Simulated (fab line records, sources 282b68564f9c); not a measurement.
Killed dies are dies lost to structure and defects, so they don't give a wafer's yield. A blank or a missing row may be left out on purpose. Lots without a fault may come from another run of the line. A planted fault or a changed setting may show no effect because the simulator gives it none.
fab line records | flow rit_cmos
record lots=6 wafers=18 last_day=7
route steps=202 shown PLDD@115 SPACER@125 NSD@131 PSD@142 SDANNEAL@153 M1@202
lots that met no fault: from a run of the same line without faults
start_h: hours from the record's first day to the start of the lot's first wafer shown | wait_h: hours since the lot's step before | " the same as in the row above | L1.1+2: a row that stands for several wafers | - no value, or no start given | * or withheld: withheld | < > ~ a bound
route shown NAME@n: a module of which the file shows steps, and the number in the route of the first | usual: mean/standard deviation of fault-free wafers | same: alike in all rows | chamber/n: place in a boat | sites: the reading at each site | _std_site: their standard deviation | _edge_site: outer sites' mean less inner sites' | radius_mm: how far each site lies from the wafer's centre | mask NAME#n: copy n | behind: the tool/chamber that last shaped the wafer | hold: why the lot was held/for how many hours/how that ended | device: the transistor (n, p or np) that didn't switch | end of line: the same wafers' tests at the end of the route | a step without rows: its recipe alone | killed: dies lost to structure and defects at the first sort, not the wafer's yield | map: a wafer's dies, x killed, . not, _ none there
set.NAME: the setting as run; set.NAME@STEP: as run at that earlier step | model.NAME: the simulator's own value behind a step, which no gauge read
lots at some steps of the route; a table a step, a row a wafer
services: from which hour (start_h, from the record's first day; less than 0 if before it) a tool's chamber was out of use, for how many hours, and why
## steps
# step RIT_PLDD_COAT_01
# recipe resist=NOVOLAK spin_rpm=3250 resist_thk_nm=1000
# step RIT_PLDD_SOFTBAKE_02
# recipe resist=NOVOLAK temp_c=90 time_s=60
# step RIT_PLDD_EXPOSE_03
# recipe mask_id=M8 na=0.57 target_cd_nm=40900 dose_mj=250
# step RIT_PLDD_PEB_04
# recipe resist=NOVOLAK temp_c=withheld time_s=withheld
# step RIT_PLDD_DEVELOP_05
# recipe resist=NOVOLAK develop_time_s=50 dev_temp_c=23
# step RIT_PLDD_OVL_MEAS_06
# usual PLDD_OVL=-0.9/1.6
# columns lot.wafer tool chamber start_h wait_h PLDD_OVL[nm]
L905.1 overlay-01 - 47.71 - 0.4
L905.2 " - " " -1.0
L905.4 " - " " -2.5
L909.4 overlay-02 - 72.13 - -2.1
L909.5 " - " " -1.3
L909.6 " - " " -2.8
L917.1 overlay-01 - 110.07 - -0.7
L917.2 " - " " -1.1
L917.5 " - " " -0.2
L918.4 overlay-01 - 113.15 - -0.5
L918.5 " - " " -1.3
L918.6 " - " " -1.1
L922.1 overlay-01 - 133.36 - -1.2
L922.2 " - " " -1.7
L922.4 " - " " -1.4
L926.4 overlay-02 - 156.87 - -3.0
L926.5 " - " " -1.6
L926.6 " - " " -1.8
# step RIT_PLDD_HARDBAKE_07
# recipe resist=NOVOLAK temp_c=140 time_s=60
# step RIT_PLDD_IMPLANT_08
# recipe species=BF2 energy_kev=20 dose_cm2=9.173e+14 tilt_deg=7
# step RIT_PLDD_STRIP_09
# recipe chemistry=O2 time_s=180 resist=NOVOLAK platen_temp_c=withheld power_w=500 pressure_mtorr=4000 o2_flow_sccm=4000
# usual drypump_motor_current_A=5.72/0.28
# columns lot.wafer tool chamber start_h wait_h drypump_motor_current_A rf_hours_counter_h
L905.1 plasma_asher-04 1 48.05 0.1 5.69 41
L905.2 " 0 " " 5.92 41
L905.4 " 0 " " 5.92 -
L909.4 plasma_asher-01 1 72.50 0.1 6.06 -
L909.5 " 0 " " 5.56 -
L909.6 " 1 " " 6.06 -
L917.1 plasma_asher-01 0 110.41 0.1 5.56 47
L917.2 " 1 " " 6.06 47
L917.5 " 0 " " 5.57 -
L918.4 plasma_asher-02 0 113.53 0.1 5.12 -
L918.5 " 1 " " 5.69 -
L918.6 " 0 " " 5.11 -
L922.1 plasma_asher-01 1 133.79 0.1 6.05 50
L922.2 " 0 " " 5.55 50
L922.4 " 0 " " 5.57 -
L926.4 plasma_asher-02 0 157.24 0.1 5.12 -
L926.5 " 0 " " 5.11 -
L926.6 " 1 " " 5.69 -
# step RIT_PLDD_TW_MEAS_10
# usual PLDD_TW=2356/9.1
# columns lot.wafer tool chamber start_h wait_h PLDD_TW
L905.1 film_metro-04 - 48.22 0.1 2358
L905.2 " - " " 2374
L905.4 " - " " 2355
L909.4 film_metro-03 - 72.65 0.1 2363
L909.5 " - " " 2357
L909.6 " - " " 2364
L917.1 film_metro-03 - 110.58 0.1 2367
L917.2 " - " " 2365
L917.5 " - " " 2349
L918.4 film_metro-02 - 113.68 0.1 2360
L918.5 " - " " 2339
L918.6 " - " " 2363
L922.1 film_metro-02 - 133.96 0.1 2347
L922.2 " - " " 2348
L922.4 " - " " 2360
L926.4 film_metro-02 - 157.39 0.1 2358
L926.5 " - " " 2362
L926.6 " - " " 2349
# step RIT_SPACER_CLEAN_00
# recipe chemistry=SC1 mix=3:3:50 time_s=600 temp_c=75
# step RIT_SPACER_CLEAN_01
# recipe chemistry=dHF dilution=50:1 time_s=30
# step RIT_SPACER_CLEAN_02
# recipe chemistry=SC2 mix=3:3:50 time_s=600 temp_c=75 dry=n2_spin
# columns lot.wafer tool chamber start_h wait_h
L905.1+2+4 wet_bench-02 3 48.49 0.0
L909.4+5+6 wet_bench-04 1 72.87 0.0
L917.1+2+5 wet_bench-02 2 110.84 0.0
L918.4+5+6 wet_bench-02 2 113.91 0.0
L922.1+2+4 wet_bench-04 3 134.22 0.0
L926.4+5+6 wet_bench-03 3 157.61 0.0
# step RIT_SPACER_CVD_03
# recipe material=Si3N4 target_thk_nm=250 temp_c=810 precursor=SiH2Cl2/NH3 time_s=3300 pressure_mtorr=300 sih2cl2_flow_sccm=60 nh3_flow_sccm=150
# step RIT_SPACER_THK_MEAS_04
# recipe reads=Si3N4_of_SPACER_CVD_03
# usual SPACER_NITRIDE_THK=249.0/2.4
# columns lot.wafer tool chamber start_h wait_h SPACER_NITRIDE_THK[nm]
L905.1 film_metro-03 - 50.60 0.0 250.6
L905.2 " - " " 249.6
L905.4 " - " " 251.4
L909.4 film_metro-02 - 74.99 0.0 247.2
L909.5 " - " " 250.0
L909.6 " - " " 248.1
L917.1 film_metro-01 - 113.89 0.0 250.4
L917.2 " - " " 249.8
L917.5 " - " " 248.2
L918.4 film_metro-01 - 116.99 0.0 247.2
L918.5 " - " " 245.1
L918.6 " - " " 246.8
L922.1 film_metro-01 - 137.27 0.0 248.9
L922.2 " - " " 247.9
L922.4 " - " " 248.0
L926.4 film_metro-02 - 159.73 0.0 251.0
L926.5 " - " " 250.8
L926.6 " - " " 251.4
# step RIT_SPACER_ETCHBACK_05
# recipe target_depth_a=2500 SF6_flow_sccm=30 CHF3_flow_sccm=30 target=Si3N4 chemistry=SF6/CHF3 pressure_mtorr=40 rf_w=250 time_s=240 stop_on=SiO2
# usual drypump_motor_current_A=5.9/0.39 oes_product_au=0.844/0.013 throttle_valve_pct=10.29/0.17
# columns lot.wafer tool chamber start_h wait_h drypump_motor_current_A oes_product_au rf_hours_counter_h throttle_valve_pct
L905.1 rie_diel-01 0 50.66 0.1 6.3 0.860 1 10.36
L905.2 " 3 " " 5.6 0.832 87 10.32
L905.4 " 1 " " 6.0 0.852 61 10.19
L909.4 rie_diel-02 2 75.02 0.0 6.0 0.840 0 10.51
L909.5 " 0 " " 5.8 0.840 - 10.27
L909.6 " 1 " " 5.8 0.846 - 10.27
L917.1 rie_diel-02 3 113.95 0.1 6.5 0.859 11 10.22
L917.2 " 1 " " 5.8 0.840 147 10.29
L917.5 " 2 " " 5.9 0.838 - 10.52
L918.4 rie_diel-03 2 117.02 0.0 5.1 0.840 5 10.30
L918.5 " 1 " " 6.0 0.830 - 10.47
L918.6 " 0 " " 6.2 0.826 - 10.48
L922.1 rie_diel-02 1 137.33 0.1 5.8 0.845 148 10.29
L922.2 " 3 " " 6.5 0.851 12 10.19
L922.4 " 2 " " 6.0 0.835 2 10.54
L926.4 rie_diel-03 0 159.76 0.0 6.2 0.837 9 10.47
L926.5 " 2 " " 5.1 0.860 - 10.29
L926.6 " 1 " " 6.0 0.848 - 10.46
# step RIT_NSD_HMDS_00
# recipe prime_time_s=60 prime_temp_c=140
# step RIT_NSD_COAT_01
# recipe resist=NOVOLAK spin_rpm=3286 resist_thk_nm=1000
# step RIT_NSD_SOFTBAKE_02
# recipe resist=NOVOLAK temp_c=90 time_s=60
# step RIT_NSD_EXPOSE_03
# recipe mask_id=M9 na=0.57 target_cd_nm=40700 dose_mj=250
# step RIT_NSD_PEB_04
# recipe resist=NOVOLAK temp_c=withheld time_s=withheld
# step RIT_NSD_DEVELOP_05
# recipe resist=NOVOLAK develop_time_s=50 dev_temp_c=23
# step RIT_NSD_OVL_MEAS_06
# usual NSD_OVL=0.7/1.4
# columns lot.wafer tool chamber start_h wait_h NSD_OVL[nm]
L905.1 overlay-02 - 51.66 - -0.9
L905.2 " - " " -1.7
L905.4 " - " " 0.2
L909.4 overlay-02 - 76.04 - -0.5
L909.5 " - " " 0.4
L909.6 " - " " 0.8
L917.1 overlay-02 - 114.95 - 0.3
L917.2 " - " " -2.1
L917.5 " - " " -2.2
L918.4 overlay-01 - 118.04 - 1.5
L918.5 " - " " 1.1
L918.6 " - " " 1.4
L922.1 overlay-01 - 138.33 - 2.6
L922.2 " - " " 0.9
L922.4 " - " " 0.8
L926.4 overlay-02 - 160.91 - -1.5
L926.5 " - " " 0.2
L926.6 " - " " 0.2
# step RIT_NSD_HARDBAKE_07
# recipe resist=NOVOLAK temp_c=140 time_s=60
# step RIT_NSD_IMPLANT_08
# recipe species=P energy_kev=25 dose_cm2=1e+15 tilt_deg=7
# step RIT_NSD_STRIP_09
# recipe chemistry=O2 time_s=180 resist=NOVOLAK platen_temp_c=withheld power_w=500 pressure_mtorr=4000 o2_flow_sccm=4000
# usual drypump_motor_current_A=5.64/0.28
# columns lot.wafer tool chamber start_h wait_h drypump_motor_current_A rf_hours_counter_h
L905.1 plasma_asher-01 1 52.00 0.1 6.06 41
L905.2 " 0 " " 5.55 41
L905.4 " 1 " " 6.06 -
L909.4 plasma_asher-03 1 76.42 0.1 5.64 -
L909.5 " 1 " " 5.64 -
L909.6 " 0 " " 5.54 -
L917.1 plasma_asher-01 1 115.28 0.1 6.05 47
L917.2 " 0 " " 5.54 47
L917.5 " 1 " " 6.06 -
L918.4 plasma_asher-01 0 118.42 0.1 5.55 -
L918.5 " 1 " " 6.07 -
L918.6 " 0 " " 5.56 -
L922.1 plasma_asher-02 0 138.66 0.1 5.12 34
L922.2 " 1 " " 5.69 34
L922.4 " 0 " " 5.12 -
L926.4 plasma_asher-03 0 161.28 0.1 5.54 -
L926.5 " 0 " " 5.55 -
L926.6 " 1 " " 5.62 -
# step RIT_NSD_TW_MEAS_10
# usual NSD_TW=3115/11
# columns lot.wafer tool chamber start_h wait_h NSD_TW
L905.1 film_metro-02 - 52.17 0.1 3092
L905.2 " - " " 3111
L905.4 " - " " 3099
L909.4 film_metro-03 - 76.56 0.1 3119
L909.5 " - " " 3132
L909.6 " - " " 3120
L917.1 film_metro-04 - 115.46 0.1 3097
L917.2 " - " " 3121
L917.5 " - " " 3108
L918.4 film_metro-02 - 118.56 0.1 3106
L918.5 " - " " 3102
L918.6 " - " " 3100
L922.1 film_metro-03 - 138.84 0.1 3122
L922.2 " - " " 3115
L922.4 " - " " 3122
L926.4 film_metro-02 - 161.43 0.1 3127
L926.5 " - " " 3125
L926.6 " - " " 3124
# step RIT_PSD_HMDS_00
# recipe prime_time_s=60 prime_temp_c=140
# step RIT_PSD_COAT_01
# recipe resist=NOVOLAK spin_rpm=3250 resist_thk_nm=992
# step RIT_PSD_SOFTBAKE_02
# recipe resist=NOVOLAK temp_c=90 time_s=60
# step RIT_PSD_EXPOSE_03
# recipe mask_id=M10 na=0.57 target_cd_nm=40900 dose_mj=250
# step RIT_PSD_PEB_04
# recipe resist=NOVOLAK temp_c=withheld time_s=withheld
# step RIT_PSD_DEVELOP_05
# recipe resist=NOVOLAK develop_time_s=50 dev_temp_c=23
# step RIT_PSD_OVL_MEAS_06
# usual PSD_OVL=-0.6/1.2
# columns lot.wafer tool chamber start_h wait_h PSD_OVL[nm]
L905.1 overlay-01 - 53.34 - 0.3
L905.2 " - " " 0.0
L905.4 " - " " -0.6
L909.4 overlay-01 - 77.66 - -3.3
L909.5 " - " " -4.1
L909.6 " - " " -3.6
L917.1 overlay-01 - 116.37 - -1.6
L917.2 " - " " -2.2
L917.5 " - " " 0.1
L918.4 overlay-01 - 119.76 - -0.1
L918.5 " - " " -0.2
L918.6 " - " " 0.5
L922.1 overlay-02 - 139.75 - 0.6
L922.2 " - " " -0.7
L922.4 " - " " 0.3
L926.4 overlay-01 - 162.45 - 0.2
L926.5 " - " " 1.0
L926.6 " - " " -0.2
# step RIT_PSD_HARDBAKE_07
# recipe resist=NOVOLAK temp_c=140 time_s=60
# step RIT_PSD_IMPLANT_08
# recipe species=BF2 energy_kev=27 dose_cm2=5e+15 tilt_deg=7
# step RIT_PSD_STRIP_09
# recipe chemistry=O2 time_s=180 resist=NOVOLAK platen_temp_c=withheld power_w=500 pressure_mtorr=4000 o2_flow_sccm=4000
# usual drypump_motor_current_A=5.63/0.25
# columns lot.wafer tool chamber start_h wait_h drypump_motor_current_A rf_hours_counter_h
L905.1 plasma_asher-04 0 53.68 0.1 5.92 42
L905.2 " 1 " " 5.67 42
L905.4 " 0 " " 5.92 -
L909.4 plasma_asher-04 0 78.21 0.1 5.92 -
L909.5 " 1 " " 5.68 -
L909.6 " 0 " " 5.91 -
L917.1 plasma_asher-04 1 116.70 0.1 5.66 49
L917.2 " 0 " " 5.93 49
L917.5 " 1 " " 5.68 -
L918.4 plasma_asher-04 1 120.14 0.1 5.68 -
L918.5 " 1 " " 5.67 -
L918.6 " 0 " " 5.93 -
L922.1 plasma_asher-04 0 140.08 0.1 5.92 51
L922.2 " 1 " " 5.67 51
L922.4 " 1 " " 5.65 -
L926.4 plasma_asher-02 1 162.83 0.1 5.68 -
L926.5 " 1 " " 5.68 -
L926.6 " 0 " " 5.13 -
# step RIT_PSD_TW_MEAS_10
# usual PSD_TW=3420/15
# columns lot.wafer tool chamber start_h wait_h PSD_TW
L905.1 film_metro-03 - 53.85 0.1 3419
L905.2 " - " " 3430
L905.4 " - " " 3415
L909.4 film_metro-02 - 78.35 0.1 3405
L909.5 " - " " 3410
L909.6 " - " " 3401
L917.1 film_metro-02 - 116.88 0.1 3427
L917.2 " - " " 3408
L917.5 " - " " 3431
L918.4 film_metro-04 - 120.28 0.1 3397
L918.5 " - " " 3418
L918.6 " - " " 3429
L922.1 film_metro-03 - 140.26 0.1 3404
L922.2 " - " " 3416
L922.4 " - " " 3420
L926.4 film_metro-02 - 162.98 0.1 3412
L926.5 " - " " 3435
L926.6 " - " " 3413
# step RIT_SDANNEAL_CLEAN_00
# recipe chemistry=SC1 mix=3:3:50 time_s=600 temp_c=75
# step RIT_SDANNEAL_CLEAN_01
# recipe chemistry=dHF dilution=50:1 time_s=30
# step RIT_SDANNEAL_CLEAN_02
# recipe chemistry=SC2 mix=3:3:50 time_s=600 temp_c=75 dry=n2_spin
# step RIT_SDANNEAL_RTA_03
# recipe temp_c=1050 time_s=5 idle_temp_c=600 ramp_up_c_per_s=342 ramp_down_c_per_s=171 cool_to_c=600 ambient=N2
# usual wafer_temp_C_max=1053.5/1.2
# columns lot.wafer tool chamber start_h wait_h wafer_temp_C_max
L905.1 rtp_anneal-02 0 54.30 0.0 1052.7
L905.2 " 0 " " 1054.2
L905.4 " 0 " " 1053.3
L909.4 rtp_anneal-02 0 78.78 0.0 1053.7
L909.5 " 0 " " 1051.7
L909.6 " 0 " " 1053.4
L917.1 rtp_anneal-02 0 117.31 0.0 1054.6
L917.2 " 0 " " 1052.7
L917.5 " 0 " " 1054.6
L918.4 rtp_anneal-01 0 120.71 0.0 1053.6
L918.5 " 0 " " 1053.3
L918.6 " 0 " " 1052.9
L922.1 rtp_anneal-01 0 140.69 0.0 1053.8
L922.2 " 0 " " 1055.1
L922.4 " 0 " " 1052.7
L926.4 rtp_anneal-01 0 163.40 0.0 1052.8
L926.5 " 0 " " 1054.0
L926.6 " 0 " " 1052.6
# step RIT_M1_PROBE_99
# usual killed_at_contacts=0.1/0.23 killed_at_front_end=6/3.1 killed_dies=6/3.1 killed_on_rim=1.7/1.3 killed_open=3.2/1.9 killed_short=3.2/2.1
# same gross_dies=264 killed_at_M0_to_M3=0 killed_at_M4_up=0 killed_at_back_side=0 killed_at_other=0
# columns lot.wafer tool chamber start_h wait_h hold killed_at_contacts killed_at_front_end killed_dies killed_on_rim killed_open killed_short
L905.1 prober-02 - 61.61 0.1 - 0 8 8 3 4 4
L905.2 prober-02 - 61.66 0.1 - 0 8 8 2 3 5
L905.4 prober-02 - 61.76 0.2 - 0 3 3 0 1 2
L909.4 prober-02 - 86.32 0.2 - 0 7 7 3 4 3
L909.5 prober-02 - 86.37 0.2 - 0 10 10 3 5 5
L909.6 prober-02 - 86.42 0.2 - 0 6 6 1 2 4
L917.1 prober-02 - 124.90 0.1 await_dispo/1.2h/release 0 16 16 7 1 3
L917.2 prober-02 - 124.95 0.1 await_dispo/1.2h/release 0 16 16 9 1 3
L917.5 prober-02 - 125.10 0.2 await_dispo/1.2h/release 0 21 21 9 5 4
L918.4 prober-01 - 158.89 0.2 await_dispo/3.7h/release 0 19 19 10 2 1
L918.5 prober-01 - 158.94 0.2 await_dispo/3.7h/release 0 19 19 8 2 3
L918.6 prober-01 - 158.99 0.2 await_dispo/3.7h/release 0 21 21 8 5 3
L922.1 prober-01 - 159.04 0.4 - 1 4 5 2 4 1
L922.2 prober-01 - 159.09 0.4 - 0 4 4 1 2 2
L922.4 prober-01 - 159.19 0.5 - 0 5 5 1 3 2
L926.4 prober-01 - 171.28 0.2 - 0 12 12 5 2 7
L926.5 prober-01 - 171.33 0.2 - 0 4 4 0 3 1
L926.6 prober-01 - 171.38 0.2 - 0 1 1 0 1 0
# killed by level:class
L905.1 GATE:geometric_particle:open=2 GATE:geometric_particle:short=2 REOX:geometric_particle:short=1 SPACER:geometric_particle:open=1 SILICIDE:geometric_particle:open=1 SILICIDE:geometric_particle:short=1
L905.2 GATE:geometric_particle:short=2 GATE:geometric_particle:open=2 REOX:geometric_particle:short=2 REOX:geometric_particle:open=1 SPACER:geometric_particle:short=1
L905.4 ACTIVE:geometric_particle:short=1 GATE:geometric_particle:short=1 REOX:geometric_particle:open=1
L909.4 GATE:geometric_particle:short=3 GATE:geometric_particle:open=2 SPACER:geometric_particle:open=2
L909.5 FOX1:geometric_particle:short=3 REOX:geometric_particle:open=2 FOX1:geometric_particle:open=1 FOX2:geometric_particle:short=1 GATE:geometric_particle:short=1 GATE:geometric_particle:open=1 SPACER:geometric_particle:open=1
L909.6 GATE:geometric_particle:short=2 GATE:geometric_particle:open=1 REOX:geometric_particle:short=1 REOX:geometric_particle:open=1 SPACER:geometric_particle:short=1
L917.1 SPACER:unspecified=12 FOX1:geometric_particle:open=1 FOX1:geometric_particle:short=1 FOX2:geometric_particle:short=1 REOX:geometric_particle:short=1
L917.2 SPACER:unspecified=12 FOX1:geometric_particle:short=1 GATE:geometric_particle:short=1 GATE:geometric_particle:open=1 REOX:geometric_particle:short=1
L917.5 SPACER:unspecified=12 REOX:geometric_particle:open=3 FOX1:geometric_particle:short=1 FOX1:geometric_particle:open=1 FOX2:geometric_particle:short=1 REOX:geometric_particle:short=1 SILICIDE:geometric_particle:short=1 SILICIDE:geometric_particle:open=1
L918.4 SPACER:unspecified=16 FOX1:geometric_particle:short=1 FOX2:geometric_particle:open=1 SILICIDE:geometric_particle:open=1
L918.5 SPACER:unspecified=14 FOX1:geometric_particle:open=1 GATE:geometric_particle:short=1 GATE:geometric_particle:open=1 SPACER:geometric_particle:short=1 SILICIDE:geometric_particle:short=1
L918.6 SPACER:unspecified=13 FOX1:geometric_particle:open=2 GATE:geometric_particle:short=2 GATE:geometric_particle:open=2 FOX2:geometric_particle:short=1 SPACER:geometric_particle:open=1
L922.1 SPACER:geometric_particle:open=2 FOX2:geometric_particle:open=1 SILICIDE:geometric_particle:short=1 CONTACT:geometric_particle:open=1
L922.2 SPACER:geometric_particle:short=2 FOX2:geometric_particle:open=1 GATE:geometric_particle:open=1
L922.4 SILICIDE:geometric_particle:open=2 GATE:geometric_particle:short=1 GATE:geometric_particle:open=1 REOX:geometric_particle:short=1
L926.4 GATE:geometric_particle:short=3 PRETRO:coat_microbubble_printed=3 SILICIDE:geometric_particle:short=2 FOX1:geometric_particle:short=1 FOX2:geometric_particle:open=1 REOX:geometric_particle:short=1 SPACER:geometric_particle:open=1
L926.5 FOX1:geometric_particle:open=2 GATE:geometric_particle:open=1 SILICIDE:geometric_particle:short=1
L926.6 FOX1:geometric_particle:open=1
# map L917.5 (x killed, . not)
________...x..._______
_____.............____
____........xx.....___
___...x...x.......xx__
__.................xx_
__.................xx_
_.................xxxx
_.................xx..
_.......x.x....x......
_....................x
__..................._
__..................._
___.................__
____...............___
_____.............____
________......._______
# map L918.6 (x killed, . not)
________......._______
_____.............____
____...x........x..___
___...............xx__
__...............xxxx_
__................xxx_
_.....x............xxx
_...................xx
_.............x.......
_...........x.........
__.x...............x._
__..................._
___.................__
____...............___
_____.............____
________......._______
## services
# columns tool chamber start_h hours kind
rie_diel-02 2 24.70 - clean
rie_diel-02 2 24.70 24.6 scheduled_down
rie_diel-02 2 24.70 24.6 vent_cycle
rie_diel-01 2 31.04 11.4 repair
rie_diel-02 0 33.88 14.1 repair
plasma_asher-03 - 44.25 10.6 repair
plasma_asher-02 - 48.76 7.4 repair
rie_diel-01 - 57.34 0.4 repair
rie_diel-03 1 65.39 15.9 repair
rie_diel-03 1 90.83 2.7 repair
rie_diel-01 - 94.66 28.1 pm
plasma_asher-02 - 97.46 1.3 repair
rie_diel-02 - 107.92 1.0 repair
plasma_asher-03 - 108.75 9.0 pm
plasma_asher-03 0 108.75 9.0 vent_cycle
plasma_asher-03 1 108.75 9.0 vent_cycle
wet_bench-02 - 108.92 1.3 repair
plasma_asher-03 0 117.75 - clean
plasma_asher-04 - 125.17 1.5 repair
rie_diel-03 - 130.78 2.8 pm
rie_diel-01 - 134.73 0.3 repair
rie_diel-01 2 142.18 4.6 repair
rie_diel-02 3 153.81 5.6 repair
plasma_asher-01 - 160.25 2.8 pm
## key
first_sign step=RIT_M1_PROBE_99 reading=killed_at_front_end direction=up sigmas=4 usual=6 struck=19
effect step=RIT_M1_PROBE_99 reading=killed_dies direction=up sigmas=3.9 usual=6 struck=19
met_at RIT_SPACER_CLEAN_02
struck_wafers L917.1,L917.2,L917.5,L918.4,L918.5,L918.6
tester_left_out L917,L918
onset_between 48.49 110.84
also_fits RIT_NSD_STRIP_09:plasma_asher-01
earlier_fault kind=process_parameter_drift tool=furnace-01 chamber=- onset_h=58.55 steps=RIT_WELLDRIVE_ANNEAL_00 channel=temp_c offset=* shape=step end_h=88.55 acts_in=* stated=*
fault kind=chamber_particle_source tool=wet_bench-02 chamber=- onset_h=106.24 steps=RIT_SPACER_CLEAN_02 rate_per_visit_cm2=0.46377 end_h=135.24
# tester_left_out: of these lots the tester's yield and bins aren't shown, on N5 and GAA mostly nor the transistor test; their killed dies are dies lost to structure and defects alone, not to doping, threshold or leakage, so they don't give the yield
